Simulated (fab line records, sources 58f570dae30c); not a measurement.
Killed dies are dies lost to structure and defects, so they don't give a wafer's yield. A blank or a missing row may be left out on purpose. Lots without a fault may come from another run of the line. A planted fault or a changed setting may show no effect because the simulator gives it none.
A struck lot beside a sound one | flow berkeley_cmos170 | 19 steps out of a route of 331
Sound: wafers L923.1, L923.3, L923.5. Struck: wafers L924.3, L924.4, L924.5. The cause comes at the end.
At each step with rows: each side's tool, then ch and its chambers, then its first start. Under that, the readings that differ: sound wafers | struck wafers | difference of the means | sigmas: that difference in standard deviations of wafers without a fault.
alike: readings whose means differ by less than 2 such deviations, and words and numbers that are the same on both sides. not compared: withheld readings, readings that some wafer has no value for, bounds like >300 that may hide the same value, and numbers for which the record gives no deviation and whose values overlap.
The two part at a step that has a row with sigmas, a row that says differs or no value, or rows on one side only. Numbers that don't overlap but have no deviation are shown without sigmas and don't part them. A reading that every wafer of one side lacks parts them only if that side has two wafers or more.

UCB170_M2_STRIP_19: strips in O2.
  sound on plasma_asher-04 ch 0,1, day 11 09:39; struck on plasma_asher-04 ch 0,1, day 11 10:25
  alike: drypump_motor_current_A, oes_product_au
  not compared: rf_hours_counter_h
UCB170_M2_CD_MEAS_90: target cd 700 nm.
  sound on cd_sem-01, day 11 09:45; struck on cd_sem-02, day 11 10:31
  reading    | sound       | struck      | difference | sigmas
  cd_nm (nm) | 702 704 696 | 691 701 692 | -6         | -2
UCB170_V2_CVD_00: deposits SiO2 from TEOS/O2, target thk 2000 nm, time 250 s.
  sound on pecvd-03 ch 0,2, day 11 09:52; struck on pecvd-01 ch 0,1,2, day 11 10:36
  alike: heater_power_w, pressure_mtorr
UCB170_V2_THK_MEAS_01:
  sound on film_metro-03, day 11 10:02; struck on film_metro-03, day 11 10:47
  reading          | sound          | struck         | difference | sigmas
  V2_TEOS_THK (nm) | 1978 1950 1982 | 2018 2047 2034 | +63        | +3
UCB170_V2_CMP_02: polishes SiO2.
  sound on cmp-02 ch 0,2,3, day 11 10:05; struck on cmp-01 ch 1,3, day 11 10:51
  alike: motor_current_A
UCB170_V2_BOW_MEAS_03:
  sound on film_metro-02, day 11 10:23; struck on film_metro-02, day 11 11:11
  alike: V2_BOW
UCB170_V2_THK_MEAS_04:
  sound on film_metro-02, day 11 10:31; struck on film_metro-02, day 11 11:17
  alike: V2_POLISHED_THK
then, 5 steps without rows for these wafers: UCB170_V2_CLEAN_05 (cleans in DIW); UCB170_V2_HMDS_06 (prime time 60 s); UCB170_V2_COAT_07 (resist thk 908.9 nm); UCB170_V2_SOFTBAKE_08 (time 60 s); UCB170_V2_EXPOSE_09 (exposes mask VIA2, target cd 700 nm).
UCB170_V2_PEB_10:
  sound on litho_track-04 ch 0, day 11 12:10; struck on litho_track-04 ch 0, day 11 13:19
  alike: chill_plate_temp_C, heater_power_total_W, resist_line_temp_C
then, 1 step without rows for these wafers: UCB170_V2_DEVELOP_11 (develop time 45 s).
UCB170_V2_CD_MEAS_12: target cd 700 nm.
  sound on cd_sem-01, day 11 12:26; struck on cd_sem-01, day 11 13:34
  reading    | sound             | struck            | difference | sigmas
  cd_nm (nm) | 699.4 699.7 699.5 | 709.6 710.6 710.0 | +10.5      | +8
UCB170_V2_OVL_MEAS_13:
  sound on overlay-01, day 11 12:33; struck on overlay-01, day 11 13:40
  alike: V2_OVL
UCB170_V2_ETCH_14: etches SiO2 in CHF3/CF4/Ar, stops on Al, target depth 1250 nm, time 291 s.
  sound on rie_diel-02 ch 1,2,3, day 11 12:35; struck on rie_diel-04 ch 0,3, day 11 13:47
  reading             | sound           | struck          | difference | sigmas
  model.V2.cd_nm (nm) | 700.1 700 700.5 | 709.7 709.8 709 | +9.3       |
  alike: drypump_motor_current_A, mfc_ar_sccm, oes_product_au, throttle_valve_pct
  not compared: rf_hours_counter_h
UCB170_V2_STRIP_15: strips in O2.
  sound on plasma_asher-02 ch 1, day 11 12:46; struck on plasma_asher-02 ch 0,1, day 11 13:59
  alike: drypump_motor_current_A, oes_product_au, strip_time_to_endpoint_s
  not compared: rf_hours_counter_h
then, 1 step without rows for these wafers: UCB170_M3_PROBE_99.

WHERE THEY PART
First at UCB170_M2_CD_MEAS_90; last, within this record, at UCB170_V2_CD_MEAS_12. Later steps at which nothing parts them and some readings are alike: UCB170_V2_OVL_MEAS_13, UCB170_V2_ETCH_14, UCB170_V2_STRIP_15.

WHY: what the simulator had put in
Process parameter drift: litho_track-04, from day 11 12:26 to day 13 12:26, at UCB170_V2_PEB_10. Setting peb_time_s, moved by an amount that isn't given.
